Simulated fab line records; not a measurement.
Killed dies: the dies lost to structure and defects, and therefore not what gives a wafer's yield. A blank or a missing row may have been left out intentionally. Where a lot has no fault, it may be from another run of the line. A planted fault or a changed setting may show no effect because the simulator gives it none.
fab line records || flow berkeley-cmos170 || part 2 of 2: steps 29 to 39 of 39
record {"lots": 5, "wafers": 15, "last-day": 11}
route steps=331 shown M2@279 V2@292 M3@309
lots untouched by any fault: they come from a run of this same line in which no faults occurred
start-h: the number of hours between the record's first day and the start of the first shown wafer of the lot || wait-h: hours elapsed since this lot's preceding step || " the same as in the row above || L1.1+2: a row that stands for several wafers || - no value, or no start given || * or withheld: withheld || < > ~ a bound
route shown NAME@n: NAME is a module with steps in the file, n the number in the route of the first one || usual: the fault-free wafers' mean and standard deviation || same: alike in all rows || chamber/n: place in a boat || sites: readings site by site || _std_site: their standard deviation || _edge_site: outer sites' mean less inner sites' || radius-mm: for every site, how far away it sits from the centre of the wafer || mask NAME#n: copy n || behind: tool/chamber where the wafer was last shaped || hold: cause of the lot's hold/its duration in hours/its outcome || device: the transistor (n, p or np) that didn't switch || end of line: the tests these same wafers got at the end of their route || where a step has no rows: the recipe by itself || killed: not the wafer's yield, but the dies lost to structure and defects at the first sort || map: dies across one wafer; x = killed, . = not, _ = none there
set.NAME: the setting that was run; set.NAME@STEP: the one run at that earlier step || model.NAME: the simulator's own value behind a step, which no gauge read
lots seen at some steps along the route; tables by step, rows by wafer
services: the hour from which a tool's chamber was out of use, counted from the record's first day as start-h (under 0 if before that day), plus the number of hours and why
## steps
# step UCB170_V2_STRIP_15
# recipe {"chemistry": "O2", "power-w": 400, "pressure-mtorr": 3500, "platen-temp-c": "withheld", "o2-flow-sccm": 400, "overash-fraction": 0.5}
# usual {"drypump-motor-current-A": "5.8/0.54", "oes-product-au": "0.722/0.0043", "strip-time-to-endpoint-s": "15.35/0.12"}
{"lot.wafer": "L074.1", "tool": "plasma-asher-02", "chamber": 1, "start-h": 163.23, "wait-h": 0.1, "drypump-motor-current-A": 5.5, "oes-product-au": 0.723, "rf-hours-counter-h": 46, "strip-time-to-endpoint-s": 15.46}
{"lot.wafer": "L074.3", "tool": "plasma-asher-02", "chamber": 1, "start-h": 163.23, "wait-h": 0.1, "drypump-motor-current-A": 5.5, "oes-product-au": 0.724, "rf-hours-counter-h": "-", "strip-time-to-endpoint-s": 15.36}
{"lot.wafer": "L074.5", "tool": "plasma-asher-02", "chamber": 0, "start-h": 163.23, "wait-h": 0.1, "drypump-motor-current-A": 5.7, "oes-product-au": 0.725, "rf-hours-counter-h": "-", "strip-time-to-endpoint-s": 15.48}
{"lot.wafer": "L082.2", "tool": "plasma-asher-02", "chamber": 1, "start-h": 189.77, "wait-h": 0.1, "drypump-motor-current-A": 5.4, "oes-product-au": 0.722, "rf-hours-counter-h": 50, "strip-time-to-endpoint-s": 15.24}
{"lot.wafer": "L082.3", "tool": "plasma-asher-02", "chamber": 0, "start-h": 189.77, "wait-h": 0.1, "drypump-motor-current-A": 5.7, "oes-product-au": 0.720, "rf-hours-counter-h": "-", "strip-time-to-endpoint-s": 15.42}
{"lot.wafer": "L082.6", "tool": "plasma-asher-02", "chamber": 0, "start-h": 189.77, "wait-h": 0.1, "drypump-motor-current-A": 5.8, "oes-product-au": 0.722, "rf-hours-counter-h": "-", "strip-time-to-endpoint-s": 15.23}
{"lot.wafer": "L085.1", "tool": "plasma-asher-04", "chamber": 0, "start-h": 200.27, "wait-h": 0.1, "drypump-motor-current-A": 4.9, "oes-product-au": 0.714, "rf-hours-counter-h": 11, "strip-time-to-endpoint-s": 15.30}
{"lot.wafer": "L085.3", "tool": "plasma-asher-04", "chamber": 1, "start-h": 200.27, "wait-h": 0.1, "drypump-motor-current-A": 6.7, "oes-product-au": 0.724, "rf-hours-counter-h": "-", "strip-time-to-endpoint-s": 15.51}
{"lot.wafer": "L085.4", "tool": "plasma-asher-04", "chamber": 0, "start-h": 200.27, "wait-h": 0.1, "drypump-motor-current-A": 4.9, "oes-product-au": 0.715, "rf-hours-counter-h": "-", "strip-time-to-endpoint-s": 15.34}
{"lot.wafer": "L086.1", "tool": "plasma-asher-02", "chamber": 1, "start-h": 207.35, "wait-h": 0.1, "drypump-motor-current-A": 5.4, "oes-product-au": 0.726, "rf-hours-counter-h": 52, "strip-time-to-endpoint-s": 15.44}
{"lot.wafer": "L086.2", "tool": "plasma-asher-02", "chamber": 0, "start-h": 207.35, "wait-h": 0.1, "drypump-motor-current-A": 5.7, "oes-product-au": 0.728, "rf-hours-counter-h": 52, "strip-time-to-endpoint-s": 15.75}
{"lot.wafer": "L086.6", "tool": "plasma-asher-02", "chamber": 0, "start-h": 207.35, "wait-h": 0.1, "drypump-motor-current-A": 5.7, "oes-product-au": 0.724, "rf-hours-counter-h": "-", "strip-time-to-endpoint-s": 15.40}
{"lot.wafer": "L093.1", "tool": "plasma-asher-02", "chamber": 0, "start-h": 259.35, "wait-h": 0.1, "drypump-motor-current-A": 5.7, "oes-product-au": 0.729, "rf-hours-counter-h": 56, "strip-time-to-endpoint-s": 15.43}
{"lot.wafer": "L093.4", "tool": "plasma-asher-02", "chamber": 0, "start-h": 259.35, "wait-h": 0.1, "drypump-motor-current-A": 5.7, "oes-product-au": 0.724, "rf-hours-counter-h": "-", "strip-time-to-endpoint-s": 15.39}
{"lot.wafer": "L093.6", "tool": "plasma-asher-02", "chamber": 0, "start-h": 259.35, "wait-h": 0.1, "drypump-motor-current-A": 5.7, "oes-product-au": 0.729, "rf-hours-counter-h": "-", "strip-time-to-endpoint-s": 15.55}
# step UCB170_V2_CD_MEAS_90
# recipe {"target-cd-nm": 700}
# usual {"cd-nm": "699.7/2.2"}
{"lot.wafer": "L074.1", "tool": "cd-sem-01", "chamber": "-", "start-h": 163.33, "wait-h": 0.1, "cd-nm": 698.5}
{"lot.wafer": "L074.3", "tool": "cd-sem-01", "chamber": "-", "start-h": 163.33, "wait-h": 0.1, "cd-nm": 698.9}
{"lot.wafer": "L074.5", "tool": "cd-sem-01", "chamber": "-", "start-h": 163.33, "wait-h": 0.1, "cd-nm": 698.8}
{"lot.wafer": "L082.2", "tool": "cd-sem-02", "chamber": "-", "start-h": 189.89, "wait-h": 0.1, "cd-nm": 702.0}
{"lot.wafer": "L082.3", "tool": "cd-sem-02", "chamber": "-", "start-h": 189.89, "wait-h": 0.1, "cd-nm": 701.0}
{"lot.wafer": "L082.6", "tool": "cd-sem-02", "chamber": "-", "start-h": 189.89, "wait-h": 0.1, "cd-nm": 701.5}
{"lot.wafer": "L085.1", "tool": "cd-sem-01", "chamber": "-", "start-h": 200.47, "wait-h": 0.2, "cd-nm": 701.9}
{"lot.wafer": "L085.3", "tool": "cd-sem-01", "chamber": "-", "start-h": 200.47, "wait-h": 0.2, "cd-nm": 702.2}
{"lot.wafer": "L085.4", "tool": "cd-sem-01", "chamber": "-", "start-h": 200.47, "wait-h": 0.2, "cd-nm": 702.3}
{"lot.wafer": "L086.1", "tool": "cd-sem-02", "chamber": "-", "start-h": 207.45, "wait-h": 0.1, "cd-nm": 703.3}
{"lot.wafer": "L086.2", "tool": "cd-sem-02", "chamber": "-", "start-h": 207.45, "wait-h": 0.1, "cd-nm": 700.3}
{"lot.wafer": "L086.6", "tool": "cd-sem-02", "chamber": "-", "start-h": 207.45, "wait-h": 0.1, "cd-nm": 701.6}
{"lot.wafer": "L093.1", "tool": "cd-sem-02", "chamber": "-", "start-h": 259.46, "wait-h": 0.1, "cd-nm": 699.5}
{"lot.wafer": "L093.4", "tool": "cd-sem-02", "chamber": "-", "start-h": 259.46, "wait-h": 0.1, "cd-nm": 699.6}
{"lot.wafer": "L093.6", "tool": "cd-sem-02", "chamber": "-", "start-h": 259.46, "wait-h": 0.1, "cd-nm": 699.5}
# step UCB170_M3_PRE_CLEAN_00
# recipe {"gas": "Ar", "preclean-etch-time-s": 60}
{"lot.wafer": "L074.1+3+5", "tool": "pvd-sputter-03", "chamber": "-", "start-h": 163.45, "wait-h": 0.1}
{"lot.wafer": "L082.2+3+6", "tool": "pvd-sputter-04", "chamber": "-", "start-h": 189.99, "wait-h": 0.1}
{"lot.wafer": "L085.1+3+4", "tool": "pvd-sputter-04", "chamber": "-", "start-h": 200.59, "wait-h": 0.1}
{"lot.wafer": "L086.1+2+6", "tool": "pvd-sputter-01", "chamber": "-", "start-h": 207.57, "wait-h": 0.1}
{"lot.wafer": "L093.1+4+6", "tool": "pvd-sputter-04", "chamber": "-", "start-h": 259.58, "wait-h": 0.1}
# step UCB170_M3_SPUTTER_01
# recipe {"material": "Al", "target-thk-nm": 900, "time-s": 120, "power-w": 6000, "chamber-pressure-pa": 0.5}
# usual {"chamber-pressure-pa": "0.5000/0.00095", "throttle-valve-pct": "30.4/0.99"}
{"lot.wafer": "L074.1", "tool": "pvd-sputter-03", "chamber": "-", "start-h": 163.52, "wait-h": 0.0, "chamber-pressure-pa": 0.4994, "throttle-valve-pct": 29.6}
{"lot.wafer": "L074.3", "tool": "pvd-sputter-03", "chamber": "-", "start-h": 163.52, "wait-h": 0.0, "chamber-pressure-pa": 0.4986, "throttle-valve-pct": 31.2}
{"lot.wafer": "L074.5", "tool": "pvd-sputter-03", "chamber": "-", "start-h": 163.52, "wait-h": 0.0, "chamber-pressure-pa": 0.5000, "throttle-valve-pct": 31.0}
{"lot.wafer": "L082.2", "tool": "pvd-sputter-04", "chamber": "-", "start-h": 190.06, "wait-h": 0.0, "chamber-pressure-pa": 0.4997, "throttle-valve-pct": 29.3}
{"lot.wafer": "L082.3", "tool": "pvd-sputter-04", "chamber": "-", "start-h": 190.06, "wait-h": 0.0, "chamber-pressure-pa": 0.5008, "throttle-valve-pct": 30.3}
{"lot.wafer": "L082.6", "tool": "pvd-sputter-04", "chamber": "-", "start-h": 190.06, "wait-h": 0.0, "chamber-pressure-pa": 0.4999, "throttle-valve-pct": 30.5}
{"lot.wafer": "L085.1", "tool": "pvd-sputter-04", "chamber": "-", "start-h": 200.66, "wait-h": 0.0, "chamber-pressure-pa": 0.4994, "throttle-valve-pct": 29.7}
{"lot.wafer": "L085.3", "tool": "pvd-sputter-04", "chamber": "-", "start-h": 200.66, "wait-h": 0.0, "chamber-pressure-pa": 0.4998, "throttle-valve-pct": 30.6}
{"lot.wafer": "L085.4", "tool": "pvd-sputter-04", "chamber": "-", "start-h": 200.66, "wait-h": 0.0, "chamber-pressure-pa": 0.5007, "throttle-valve-pct": 29.9}
{"lot.wafer": "L086.1", "tool": "pvd-sputter-01", "chamber": "-", "start-h": 207.64, "wait-h": 0.0, "chamber-pressure-pa": 0.4977, "throttle-valve-pct": 29.8}
{"lot.wafer": "L086.2", "tool": "pvd-sputter-01", "chamber": "-", "start-h": 207.64, "wait-h": 0.0, "chamber-pressure-pa": 0.5009, "throttle-valve-pct": 30.4}
{"lot.wafer": "L086.6", "tool": "pvd-sputter-01", "chamber": "-", "start-h": 207.64, "wait-h": 0.0, "chamber-pressure-pa": 0.4997, "throttle-valve-pct": 29.7}
{"lot.wafer": "L093.1", "tool": "pvd-sputter-04", "chamber": "-", "start-h": 259.64, "wait-h": 0.0, "chamber-pressure-pa": 0.4997, "throttle-valve-pct": 30.4}
{"lot.wafer": "L093.4", "tool": "pvd-sputter-04", "chamber": "-", "start-h": 259.64, "wait-h": 0.0, "chamber-pressure-pa": 0.5004, "throttle-valve-pct": 30.1}
{"lot.wafer": "L093.6", "tool": "pvd-sputter-04", "chamber": "-", "start-h": 259.64, "wait-h": 0.0, "chamber-pressure-pa": 0.5027, "throttle-valve-pct": 29.9}
# step UCB170_M3_RS_MEAS_02
# recipe {"thk-meas-gauge": "four-point-probe", "reads": "Al_of_M3_SPUTTER_01"}
# usual {"M3_AL_RS": "0.0322/0.0004"}
{"lot.wafer": "L074.1", "tool": "film-metro-03", "chamber": "-", "start-h": 163.60, "wait-h": 0.0, "M3_AL_RS[ohm/sq]": 0.0320}
{"lot.wafer": "L074.3", "tool": "film-metro-03", "chamber": "-", "start-h": 163.60, "wait-h": 0.0, "M3_AL_RS[ohm/sq]": 0.0325}
{"lot.wafer": "L074.5", "tool": "film-metro-03", "chamber": "-", "start-h": 163.60, "wait-h": 0.0, "M3_AL_RS[ohm/sq]": 0.0324}
{"lot.wafer": "L082.2", "tool": "film-metro-02", "chamber": "-", "start-h": 190.16, "wait-h": 0.1, "M3_AL_RS[ohm/sq]": 0.0320}
{"lot.wafer": "L082.3", "tool": "film-metro-02", "chamber": "-", "start-h": 190.16, "wait-h": 0.1, "M3_AL_RS[ohm/sq]": 0.0323}
{"lot.wafer": "L082.6", "tool": "film-metro-02", "chamber": "-", "start-h": 190.16, "wait-h": 0.1, "M3_AL_RS[ohm/sq]": 0.0321}
{"lot.wafer": "L085.1", "tool": "film-metro-03", "chamber": "-", "start-h": 200.74, "wait-h": 0.0, "M3_AL_RS[ohm/sq]": 0.0319}
{"lot.wafer": "L085.3", "tool": "film-metro-03", "chamber": "-", "start-h": 200.74, "wait-h": 0.0, "M3_AL_RS[ohm/sq]": 0.0316}
{"lot.wafer": "L085.4", "tool": "film-metro-03", "chamber": "-", "start-h": 200.74, "wait-h": 0.0, "M3_AL_RS[ohm/sq]": 0.0318}
{"lot.wafer": "L086.1", "tool": "film-metro-02", "chamber": "-", "start-h": 207.72, "wait-h": 0.0, "M3_AL_RS[ohm/sq]": 0.0319}
{"lot.wafer": "L086.2", "tool": "film-metro-02", "chamber": "-", "start-h": 207.72, "wait-h": 0.0, "M3_AL_RS[ohm/sq]": 0.0329}
{"lot.wafer": "L086.6", "tool": "film-metro-02", "chamber": "-", "start-h": 207.72, "wait-h": 0.0, "M3_AL_RS[ohm/sq]": 0.0320}
{"lot.wafer": "L093.1", "tool": "film-metro-02", "chamber": "-", "start-h": 259.73, "wait-h": 0.0, "M3_AL_RS[ohm/sq]": 0.0321}
{"lot.wafer": "L093.4", "tool": "film-metro-02", "chamber": "-", "start-h": 259.73, "wait-h": 0.0, "M3_AL_RS[ohm/sq]": 0.0321}
{"lot.wafer": "L093.6", "tool": "film-metro-02", "chamber": "-", "start-h": 259.73, "wait-h": 0.0, "M3_AL_RS[ohm/sq]": 0.0322}
# step UCB170_M3_THK_MEAS_03
# recipe {"thk-meas-gauge": "xrf", "reads": "Al_of_M3_SPUTTER_01"}
# usual {"M3_AL_THK": "893/12"}
{"lot.wafer": "L074.1", "tool": "film-metro-03", "chamber": "-", "start-h": 163.72, "wait-h": 0.1, "M3_AL_THK[nm]": 896}
{"lot.wafer": "L074.3", "tool": "film-metro-03", "chamber": "-", "start-h": 163.72, "wait-h": 0.1, "M3_AL_THK[nm]": 882}
{"lot.wafer": "L074.5", "tool": "film-metro-03", "chamber": "-", "start-h": 163.72, "wait-h": 0.1, "M3_AL_THK[nm]": 881}
{"lot.wafer": "L082.2", "tool": "film-metro-02", "chamber": "-", "start-h": 190.27, "wait-h": 0.1, "M3_AL_THK[nm]": 896}
{"lot.wafer": "L082.3", "tool": "film-metro-02", "chamber": "-", "start-h": 190.27, "wait-h": 0.1, "M3_AL_THK[nm]": 894}
{"lot.wafer": "L082.6", "tool": "film-metro-02", "chamber": "-", "start-h": 190.27, "wait-h": 0.1, "M3_AL_THK[nm]": 895}
{"lot.wafer": "L085.1", "tool": "film-metro-03", "chamber": "-", "start-h": 200.86, "wait-h": 0.1, "M3_AL_THK[nm]": 901}
{"lot.wafer": "L085.3", "tool": "film-metro-03", "chamber": "-", "start-h": 200.86, "wait-h": 0.1, "M3_AL_THK[nm]": 910}
{"lot.wafer": "L085.4", "tool": "film-metro-03", "chamber": "-", "start-h": 200.86, "wait-h": 0.1, "M3_AL_THK[nm]": 900}
{"lot.wafer": "L086.1", "tool": "film-metro-02", "chamber": "-", "start-h": 207.84, "wait-h": 0.1, "M3_AL_THK[nm]": 905}
{"lot.wafer": "L086.2", "tool": "film-metro-02", "chamber": "-", "start-h": 207.84, "wait-h": 0.1, "M3_AL_THK[nm]": 884}
{"lot.wafer": "L086.6", "tool": "film-metro-02", "chamber": "-", "start-h": 207.84, "wait-h": 0.1, "M3_AL_THK[nm]": 902}
{"lot.wafer": "L093.1", "tool": "film-metro-02", "chamber": "-", "start-h": 259.85, "wait-h": 0.1, "M3_AL_THK[nm]": 901}
{"lot.wafer": "L093.4", "tool": "film-metro-02", "chamber": "-", "start-h": 259.85, "wait-h": 0.1, "M3_AL_THK[nm]": 897}
{"lot.wafer": "L093.6", "tool": "film-metro-02", "chamber": "-", "start-h": 259.85, "wait-h": 0.1, "M3_AL_THK[nm]": 898}
# step UCB170_M3_HMDS_04
# recipe {"prime-time-s": 60, "prime-temp-c": 100}
# usual {"prime-temp-c": "100.02/0.13"}
{"lot.wafer": "L074.1", "tool": "litho-track-02", "chamber": 0, "start-h": 163.81, "wait-h": 0.1, "prime-temp-c": 100.06}
{"lot.wafer": "L074.3", "tool": "litho-track-02", "chamber": 0, "start-h": 163.81, "wait-h": 0.1, "prime-temp-c": 99.96}
{"lot.wafer": "L074.5", "tool": "litho-track-02", "chamber": 0, "start-h": 163.81, "wait-h": 0.1, "prime-temp-c": 99.99}
{"lot.wafer": "L082.2", "tool": "litho-track-03", "chamber": 0, "start-h": 190.35, "wait-h": 0.1, "prime-temp-c": 99.77}
{"lot.wafer": "L082.3", "tool": "litho-track-03", "chamber": 0, "start-h": 190.35, "wait-h": 0.1, "prime-temp-c": 99.73}
{"lot.wafer": "L082.6", "tool": "litho-track-03", "chamber": 0, "start-h": 190.35, "wait-h": 0.1, "prime-temp-c": 99.98}
{"lot.wafer": "L085.1", "tool": "litho-track-02", "chamber": 0, "start-h": 200.93, "wait-h": 0.1, "prime-temp-c": 100.06}
{"lot.wafer": "L085.3", "tool": "litho-track-02", "chamber": 0, "start-h": 200.93, "wait-h": 0.1, "prime-temp-c": 100.05}
{"lot.wafer": "L085.4", "tool": "litho-track-02", "chamber": 0, "start-h": 200.93, "wait-h": 0.1, "prime-temp-c": 100.28}
{"lot.wafer": "L086.1", "tool": "litho-track-04", "chamber": 0, "start-h": 207.92, "wait-h": 0.1, "prime-temp-c": 100.25}
{"lot.wafer": "L086.2", "tool": "litho-track-04", "chamber": 0, "start-h": 207.92, "wait-h": 0.1, "prime-temp-c": 99.98}
{"lot.wafer": "L086.6", "tool": "litho-track-04", "chamber": 0, "start-h": 207.92, "wait-h": 0.1, "prime-temp-c": 100.13}
{"lot.wafer": "L093.1", "tool": "litho-track-03", "chamber": 0, "start-h": 259.97, "wait-h": 0.1, "prime-temp-c": 100.00}
{"lot.wafer": "L093.4", "tool": "litho-track-03", "chamber": 0, "start-h": 259.97, "wait-h": 0.1, "prime-temp-c": 99.94}
{"lot.wafer": "L093.6", "tool": "litho-track-03", "chamber": 0, "start-h": 259.97, "wait-h": 0.1, "prime-temp-c": 100.09}
# step UCB170_M3_COAT_05
# recipe {"resist": "KrF", "spin-rpm": 1500, "resist-thk-nm": 900}
# usual {"dispense-pressure-kPa": "51.8/1.6"}
{"lot.wafer": "L074.1", "tool": "litho-track-02", "chamber": 0, "start-h": 163.96, "wait-h": 0.1, "dispense-pressure-kPa": 50.0}
{"lot.wafer": "L074.3", "tool": "litho-track-02", "chamber": 0, "start-h": 163.96, "wait-h": 0.1, "dispense-pressure-kPa": 49.9}
{"lot.wafer": "L074.5", "tool": "litho-track-02", "chamber": 0, "start-h": 163.96, "wait-h": 0.1, "dispense-pressure-kPa": 49.9}
{"lot.wafer": "L082.2", "tool": "litho-track-03", "chamber": 0, "start-h": 190.50, "wait-h": 0.1, "dispense-pressure-kPa": 53.7}
{"lot.wafer": "L082.3", "tool": "litho-track-03", "chamber": 0, "start-h": 190.50, "wait-h": 0.1, "dispense-pressure-kPa": 53.6}
{"lot.wafer": "L082.6", "tool": "litho-track-03", "chamber": 0, "start-h": 190.50, "wait-h": 0.1, "dispense-pressure-kPa": 53.6}
{"lot.wafer": "L085.1", "tool": "litho-track-02", "chamber": 0, "start-h": 201.08, "wait-h": 0.1, "dispense-pressure-kPa": 49.9}
{"lot.wafer": "L085.3", "tool": "litho-track-02", "chamber": 0, "start-h": 201.08, "wait-h": 0.1, "dispense-pressure-kPa": 49.9}
{"lot.wafer": "L085.4", "tool": "litho-track-02", "chamber": 0, "start-h": 201.08, "wait-h": 0.1, "dispense-pressure-kPa": 50.0}
{"lot.wafer": "L086.1", "tool": "litho-track-04", "chamber": 0, "start-h": 208.07, "wait-h": 0.1, "dispense-pressure-kPa": 52.6}
{"lot.wafer": "L086.2", "tool": "litho-track-04", "chamber": 0, "start-h": 208.07, "wait-h": 0.1, "dispense-pressure-kPa": 52.6}
{"lot.wafer": "L086.6", "tool": "litho-track-04", "chamber": 0, "start-h": 208.07, "wait-h": 0.1, "dispense-pressure-kPa": 52.6}
{"lot.wafer": "L093.1", "tool": "litho-track-03", "chamber": 0, "start-h": 260.12, "wait-h": 0.1, "dispense-pressure-kPa": 53.6}
{"lot.wafer": "L093.4", "tool": "litho-track-03", "chamber": 0, "start-h": 260.12, "wait-h": 0.1, "dispense-pressure-kPa": 53.6}
{"lot.wafer": "L093.6", "tool": "litho-track-03", "chamber": 0, "start-h": 260.12, "wait-h": 0.1, "dispense-pressure-kPa": 53.6}
# step UCB170_M3_SOFTBAKE_06
# recipe {"resist": "KrF", "temp-c": 130, "time-s": 60}
{"lot.wafer": "L074.1+3+5", "tool": "litho-track-02", "chamber": 0, "start-h": 164.11, "wait-h": 0.1}
{"lot.wafer": "L082.2+3+6", "tool": "litho-track-03", "chamber": 0, "start-h": 190.65, "wait-h": 0.1}
{"lot.wafer": "L085.1+3+4", "tool": "litho-track-02", "chamber": 0, "start-h": 201.23, "wait-h": 0.1}
{"lot.wafer": "L086.1+2+6", "tool": "litho-track-04", "chamber": 0, "start-h": 208.22, "wait-h": 0.1}
{"lot.wafer": "L093.1+4+6", "tool": "litho-track-03", "chamber": 0, "start-h": 260.27, "wait-h": 0.1}
# step UCB170_M3_STRIP_07
# recipe {"chemistry": "O2", "power-w": 400, "pressure-mtorr": 3500, "platen-temp-c": "withheld", "o2-flow-sccm": 400, "overash-fraction": 0.5}
# usual {"drypump-motor-current-A": "5.8/0.31", "oes-product-au": "0.734/0.0046", "strip-time-to-endpoint-s": "21.95/0.072"}
{"lot.wafer": "L074.1", "tool": "plasma-asher-01", "chamber": 0, "start-h": 164.26, "wait-h": 0.1, "drypump-motor-current-A": 5.7, "oes-product-au": 0.725, "rf-hours-counter-h": 36, "strip-time-to-endpoint-s": 22.03}
{"lot.wafer": "L074.3", "tool": "plasma-asher-01", "chamber": 0, "start-h": 164.26, "wait-h": 0.1, "drypump-motor-current-A": 5.8, "oes-product-au": 0.744, "rf-hours-counter-h": "-", "strip-time-to-endpoint-s": 21.99}
{"lot.wafer": "L074.5", "tool": "plasma-asher-01", "chamber": 0, "start-h": 164.26, "wait-h": 0.1, "drypump-motor-current-A": 5.8, "oes-product-au": 0.738, "rf-hours-counter-h": "-", "strip-time-to-endpoint-s": 21.91}
{"lot.wafer": "L082.2", "tool": "plasma-asher-01", "chamber": 1, "start-h": 190.77, "wait-h": 0.1, "drypump-motor-current-A": 5.4, "oes-product-au": 0.724, "rf-hours-counter-h": 39, "strip-time-to-endpoint-s": 21.89}
{"lot.wafer": "L082.3", "tool": "plasma-asher-01", "chamber": 1, "start-h": 190.77, "wait-h": 0.1, "drypump-motor-current-A": 5.4, "oes-product-au": 0.730, "rf-hours-counter-h": "-", "strip-time-to-endpoint-s": 21.97}
{"lot.wafer": "L082.6", "tool": "plasma-asher-01", "chamber": 1, "start-h": 190.77, "wait-h": 0.1, "drypump-motor-current-A": 5.4, "oes-product-au": 0.725, "rf-hours-counter-h": "-", "strip-time-to-endpoint-s": 21.90}
{"lot.wafer": "L085.1", "tool": "plasma-asher-03", "chamber": 1, "start-h": 201.38, "wait-h": 0.1, "drypump-motor-current-A": 6.2, "oes-product-au": 0.730, "rf-hours-counter-h": 52, "strip-time-to-endpoint-s": 21.87}
{"lot.wafer": "L085.3", "tool": "plasma-asher-03", "chamber": 0, "start-h": 201.38, "wait-h": 0.1, "drypump-motor-current-A": 6.3, "oes-product-au": 0.735, "rf-hours-counter-h": "-", "strip-time-to-endpoint-s": 21.91}
{"lot.wafer": "L085.4", "tool": "plasma-asher-03", "chamber": 1, "start-h": 201.38, "wait-h": 0.1, "drypump-motor-current-A": 6.2, "oes-product-au": 0.732, "rf-hours-counter-h": "-", "strip-time-to-endpoint-s": 21.96}
{"lot.wafer": "L086.1", "tool": "plasma-asher-02", "chamber": 0, "start-h": 208.37, "wait-h": 0.1, "drypump-motor-current-A": 5.7, "oes-product-au": 0.729, "rf-hours-counter-h": 52, "strip-time-to-endpoint-s": 21.96}
{"lot.wafer": "L086.2", "tool": "plasma-asher-02", "chamber": 1, "start-h": 208.37, "wait-h": 0.1, "drypump-motor-current-A": 5.5, "oes-product-au": 0.723, "rf-hours-counter-h": 52, "strip-time-to-endpoint-s": 21.82}
{"lot.wafer": "L086.6", "tool": "plasma-asher-02", "chamber": 1, "start-h": 208.37, "wait-h": 0.1, "drypump-motor-current-A": 5.5, "oes-product-au": 0.728, "rf-hours-counter-h": "-", "strip-time-to-endpoint-s": 21.96}
{"lot.wafer": "L093.1", "tool": "plasma-asher-01", "chamber": 1, "start-h": 260.42, "wait-h": 0.1, "drypump-motor-current-A": 5.4, "oes-product-au": 0.744, "rf-hours-counter-h": 47, "strip-time-to-endpoint-s": 21.84}
{"lot.wafer": "L093.4", "tool": "plasma-asher-01", "chamber": 0, "start-h": 260.42, "wait-h": 0.1, "drypump-motor-current-A": 5.8, "oes-product-au": 0.733, "rf-hours-counter-h": "-", "strip-time-to-endpoint-s": 21.84}
{"lot.wafer": "L093.6", "tool": "plasma-asher-01", "chamber": 0, "start-h": 260.42, "wait-h": 0.1, "drypump-motor-current-A": 5.7, "oes-product-au": 0.738, "rf-hours-counter-h": "-", "strip-time-to-endpoint-s": 21.84}
# step UCB170_M3_STRIP_08
# recipe {"chemistry": "DMSO", "temp-c": 80, "time-s": 600, "material": "KrF"}
{"lot.wafer": "L074.1+3+5", "tool": "wet-bench-02", "chamber": 0, "start-h": 164.36, "wait-h": 0.1}
{"lot.wafer": "L082.2+3+6", "tool": "wet-bench-01", "chamber": 1, "start-h": 191.98, "wait-h": 1.2}
{"lot.wafer": "L085.1+3+4", "tool": "wet-bench-02", "chamber": 1, "start-h": 201.48, "wait-h": 0.1}
{"lot.wafer": "L086.1+2+6", "tool": "wet-bench-03", "chamber": 2, "start-h": 208.56, "wait-h": 0.2}
{"lot.wafer": "L093.1+4+6", "tool": "wet-bench-03", "chamber": 3, "start-h": 260.86, "wait-h": 0.4}
## services
{"tool": "pecvd-03", "chamber": "-", "start-h": 135.50, "hours": 14.0, "kind": "pm"}
{"tool": "krf-scanner-02", "chamber": "-", "start-h": 141.81, "hours": 0.8, "kind": "pm"}
{"tool": "pecvd-03", "chamber": "-", "start-h": 150.88, "hours": 1.2, "kind": "repair"}
{"tool": "rie-diel-02", "chamber": "-", "start-h": 155.32, "hours": 15.6, "kind": "pm"}
{"tool": "rie-diel-04", "chamber": 3, "start-h": 159.55, "hours": 4.7, "kind": "repair"}
{"tool": "rie-diel-04", "chamber": 2, "start-h": 160.71, "hours": 2.1, "kind": "repair"}
{"tool": "krf-scanner-02", "chamber": "-", "start-h": 169.03, "hours": 3.6, "kind": "pm"}
{"tool": "cmp-01", "chamber": "-", "start-h": 173.40, "hours": 0.5, "kind": "repair"}
{"tool": "krf-scanner-02", "chamber": "-", "start-h": 173.44, "hours": 0.6, "kind": "repair"}
{"tool": "krf-scanner-01", "chamber": "-", "start-h": 177.07, "hours": 1.0, "kind": "pm"}
{"tool": "cmp-01", "chamber": "-", "start-h": 177.89, "hours": 0.5, "kind": "repair"}
{"tool": "pvd-sputter-04", "chamber": "-", "start-h": 181.30, "hours": 8.3, "kind": "repair"}
{"tool": "rie-diel-02", "chamber": 3, "start-h": 182.20, "hours": 9.9, "kind": "repair"}
{"tool": "krf-scanner-02", "chamber": "-", "start-h": 194.81, "hours": 1.3, "kind": "pm"}
{"tool": "cmp-02", "chamber": "-", "start-h": 209.69, "hours": 4.2, "kind": "pm"}
{"tool": "plasma-asher-01", "chamber": "-", "start-h": 211.22, "hours": 0.7, "kind": "repair"}
{"tool": "pvd-sputter-03", "chamber": "-", "start-h": 212.61, "hours": 2.8, "kind": "repair"}
{"tool": "cmp-01", "chamber": "-", "start-h": 213.80, "hours": 22.5, "kind": "repair"}
{"tool": "pecvd-01", "chamber": "-", "start-h": 215.58, "hours": 5.5, "kind": "pm"}
{"tool": "plasma-asher-02", "chamber": "-", "start-h": 215.74, "hours": 5.9, "kind": "repair"}
{"tool": "plasma-asher-03", "chamber": "-", "start-h": 225.04, "hours": 2.9, "kind": "repair"}
{"tool": "cmp-01", "chamber": "-", "start-h": 236.30, "hours": 4.0, "kind": "pm"}
{"tool": "cmp-01", "chamber": "-", "start-h": 243.85, "hours": 0.7, "kind": "repair"}
{"tool": "krf-scanner-02", "chamber": "-", "start-h": 247.51, "hours": 1.0, "kind": "pm"}
